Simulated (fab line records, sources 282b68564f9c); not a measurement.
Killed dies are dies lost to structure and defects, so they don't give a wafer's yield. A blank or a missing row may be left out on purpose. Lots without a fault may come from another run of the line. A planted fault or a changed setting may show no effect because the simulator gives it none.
Split-lot experiment | flow rit_cmos | 5 lots, 23 wafers read, on a route of 202 steps

THE SPLIT
At RIT_PLDD_IMPLANT_08, the setting energy_kev was moved away from the recipe's 20 on 9 of the 23 wafers read, by -5.5% to +1.9%. The other wafers ran this setting at the recipe's value.

The reading is taken at the split's own step.

THE READING
implant.drp_nm (the simulator's own value, which no gauge read), in nm, at RIT_PLDD_IMPLANT_08. The file gives no usual value for it.

wafer  | tool, chamber at the split | energy_kev as run | against the recipe | implant.drp_nm, nm | against lot-mates on the recipe
L075.1 | implanter-02, 0            | 20                | recipe             | 9.752              | -
L075.2 | implanter-02, 0            | 20                | recipe             | 9.752              | -
L075.4 | implanter-02, 0            | 20                | recipe             | 9.752              | -
L075.5 | implanter-02, 0            | 20.38             | +1.9%              | 9.881              | +0.129
L075.6 | implanter-02, 0            | 20.38             | +1.9%              | 9.881              | +0.129
L078.1 | implanter-01, 0            | 20                | recipe             | 9.752              | -
L078.3 | implanter-01, 0            | 20                | recipe             | 9.752              | -
L078.2 | implanter-01, 0            | 18.91             | -5.4%              | 9.375              | -0.377
L078.5 | implanter-01, 0            | 18.91             | -5.4%              | 9.375              | -0.377
L078.6 | implanter-01, 0            | 18.91             | -5.4%              | 9.375              | -0.377
L081.1 | implanter-02, 0            | 20                | recipe             | 9.752              | -
L081.3 | implanter-02, 0            | 20                | recipe             | 9.752              | -
L081.6 | implanter-02, 0            | 20                | recipe             | 9.752              | -
L084.1 | implanter-02, 0            | 20                | recipe             | 9.752              | -
L084.2 | implanter-02, 0            | 20                | recipe             | 9.752              | -
L084.4 | implanter-02, 0            | 20                | recipe             | 9.752              | -
L084.3 | implanter-02, 0            | 19.44             | -2.8%              | 9.559              | -0.193
L084.6 | implanter-02, 0            | 19.44             | -2.8%              | 9.559              | -0.193
L085.1 | implanter-03, 0            | 20                | recipe             | 9.752              | -
L085.3 | implanter-03, 0            | 20                | recipe             | 9.752              | -
L085.6 | implanter-03, 0            | 20                | recipe             | 9.752              | -
L085.4 | implanter-03, 0            | 18.89             | -5.5%              | 9.368              | -0.384
L085.5 | implanter-03, 0            | 18.89             | -5.5%              | 9.368              | -0.384

THE FIT
A straight line over all 23 wafers: implant.drp_nm changes by +0.0691 nm for each +1% of energy_kev; r = +1.00; the points scatter about the line by 0.00069 nm.
The same after taking each lot's own level away (the mean of its wafers on the recipe; 23 wafers): +0.0691 nm for each +1%; r = +1.00; scatter 0.00069 nm.
On that fit, the largest move of energy_kev shifts the reading by 0.38 nm.
The lots' own levels span 9.7520 to 9.7520 nm.
So the lot-to-lot level changes the slope little: the two slopes agree.
Check: with one of the wafers moved furthest among these (-5.5%) left out of the fit, the line predicts -0.383 nm for it against its lot-mates. It came out at -0.384 nm against them.

OTHER SPLITS ON THESE WAFERS
These wafers also went through other splits before the reading. Each is held against what the fit with the lots' levels taken away leaves over:
other split on the same wafers     | wafers away from the commonest value | r with implant.drp_nm (lot level and that fit taken away)
RIT_ACTIVE_EXPOSE_08 dose_mj       | 11                                   | -0.30
RIT_ACTIVE_STRIP_14 pressure_mtorr | 10                                   | +0.24
RIT_FOX2_OXIDATION_00 ox_time_s    | 15                                   | -0.05
RIT_NWELL_IMPLANT_08 dose_cm2      | 9                                    | -0.14
RIT_PWELL_IMPLANT_08 energy_kev    | 9                                    | -0.16
RIT_NRETRO_COAT_01 resist_thk_nm   | 8                                    | -0.30
RIT_GATE_CVD_08 temp_c             | 15                                   | +0.07
RIT_GATE_DEVELOP_15 dev_temp_c     | 8                                    | +0.58
RIT_NLDD_IMPLANT_08 dose_cm2       | 4                                    | -0.01
RIT_PLDD_SOFTBAKE_02 temp_c        | 7                                    | -0.01

THE WHOLE CHAIN: every reading that the file lists as answering this split, in the file's order
step                | what it does | reading                                                         | change (the file's fit)               | r (the file's)
RIT_PLDD_IMPLANT_08 |              | implant.rp_nm (the simulator's own value, which no gauge read)  | +0.137 nm for each +1% of the setting | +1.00
RIT_PLDD_IMPLANT_08 |              | implant.drp_nm (the simulator's own value, which no gauge read) | +0.069 nm for each +1% of the setting | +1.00

THE FILE'S OWN FIT
implant.drp_nm changes by +0.069 nm for each +1% of energy_kev, r = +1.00.
